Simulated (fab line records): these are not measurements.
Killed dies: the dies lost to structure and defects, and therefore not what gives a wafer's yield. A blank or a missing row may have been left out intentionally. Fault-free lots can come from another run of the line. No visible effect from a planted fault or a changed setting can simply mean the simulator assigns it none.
A lot that was struck, set against a sound lot | flow rit_cmos | 15 out of 202 route steps
Sound: these wafers, L918.1, L918.3, L918.6. Struck: wafers L927.3, L927.6 (left out: L927.5, a lot-mate that was not struck); the cause follows at the end.
Per side, at each step with rows, come the tool, then ch with its chambers, and then its first start. Under that, the readings that differ: sound wafers | struck wafers | difference of the means | sigmas: that difference in standard deviations of wafers without a fault.
alike: words and numbers the same on both sides, and readings whose means are apart by under 2 such deviations; not compared: readings that were withheld, readings missing a value for some wafer, numbers with overlapping values and no deviation given by the record, and bounds like >300 which may hide the same value.
Wherever a step has rows on one side only, a row that says differs or no value, or a row with sigmas, the two part there. Numbers that don't overlap but have no deviation are shown without sigmas and don't part them. A reading that every wafer of one side lacks parts them only if that side has two wafers or more.

RIT_M1_SPUTTER_00: material Al, target thk 400 nm, time 500 s.
  sound: pvd_sputter-01 at day 5 13:22; struck: pvd_sputter-01 at day 7 09:29
  alike: throttle_valve_pct
RIT_M1_RS_MEAS_01: the measuring method here is four-point-probe.
  sound: film_metro-02 at day 5 13:40; struck: film_metro-02 at day 7 09:49
  reading           | sound                | struck        | difference | sigmas
  M1_AL_RS (ohm/sq) | 0.0722 0.0726 0.0727 | 0.0743 0.0743 | +0.0018    | +3
RIT_M1_THK_MEAS_02: measures by xrf.
  sound: film_metro-02 at day 5 13:47; struck: film_metro-02 at day 7 09:55
  reading        | sound       | struck  | difference | sigmas
  M1_AL_THK (nm) | 402 398 399 | 389 387 | -12        | -2
then, 6 steps without rows for these wafers: RIT_M1_HMDS_03 (prime time 60 s); RIT_M1_COAT_04 (resist thk 1300 nm); RIT_M1_SOFTBAKE_05 (time 60 s); RIT_M1_EXPOSE_06 (exposes mask M12, target cd 2600 nm); RIT_M1_PEB_07; RIT_M1_DEVELOP_08 (develop time 68 s).
RIT_M1_CD_MEAS_09 targets a cd of 2600 nm.
  sound: cd_sem-02 at day 5 14:44; struck: cd_sem-02 at day 7 10:53
  alike: cd_nm
RIT_M1_OVL_MEAS_10:
  sound: overlay-01 at day 5 14:51; struck: overlay-01 at day 7 10:58
  alike: M1_OVL
then, 1 step without rows for these wafers: RIT_M1_HARDBAKE_11 (time 120 s).
RIT_M1_METAL_ETCH_12: etches Al in Cl2/BCl3, stops on SiO2, time 165 s, target depth 600 nm.
  sound on rie_metal-03 ch 0,1, day 5 15:08; struck on rie_metal-04 ch 0, day 7 11:22
  reading                                 | sound             | struck      | difference | sigmas
  rf_fwd_power_W (W)                      | 249.1 247.9 249.5 | 219.4 219.7 | -29.3      | -39
  throttle_valve_pct (%)                  | 8.36 8.21 8.36    | 8.14 8.14   | -0.17      | -2
  model.NOVOLAK_of_M1_COAT_04.thk_nm (nm) | 798.1 795.6 796.6 | 855.5 851   | +56.5      |
  alike: drypump_motor_current_A, oes_product_au
  not compared: rf_hours_counter_h
then, 1 step without rows for these wafers: RIT_M1_STRIP_13 (strips in nmp, time 600 s).
RIT_M1_PROBE_99:
  sound: prober-01 at day 6 08:30; struck: prober-02 at day 7 13:41
  alike: defect_limited_yield, killed_at_M0_to_M3, killed_at_contacts, killed_at_front_end, killed_dies, killed_open, killed_short, sort_bin_3_pad_short, sort_bin_5_function, sort_bin_6_memory, sort_n_pass, sort_yield_pct

## WHERE THEY PART
Last at RIT_M1_METAL_ETCH_12 as far as this record goes, first at RIT_M1_RS_MEAS_01. Later steps at which nothing parts them and some readings are alike: RIT_M1_PROBE_99.

WHY: what had been put in by the simulator
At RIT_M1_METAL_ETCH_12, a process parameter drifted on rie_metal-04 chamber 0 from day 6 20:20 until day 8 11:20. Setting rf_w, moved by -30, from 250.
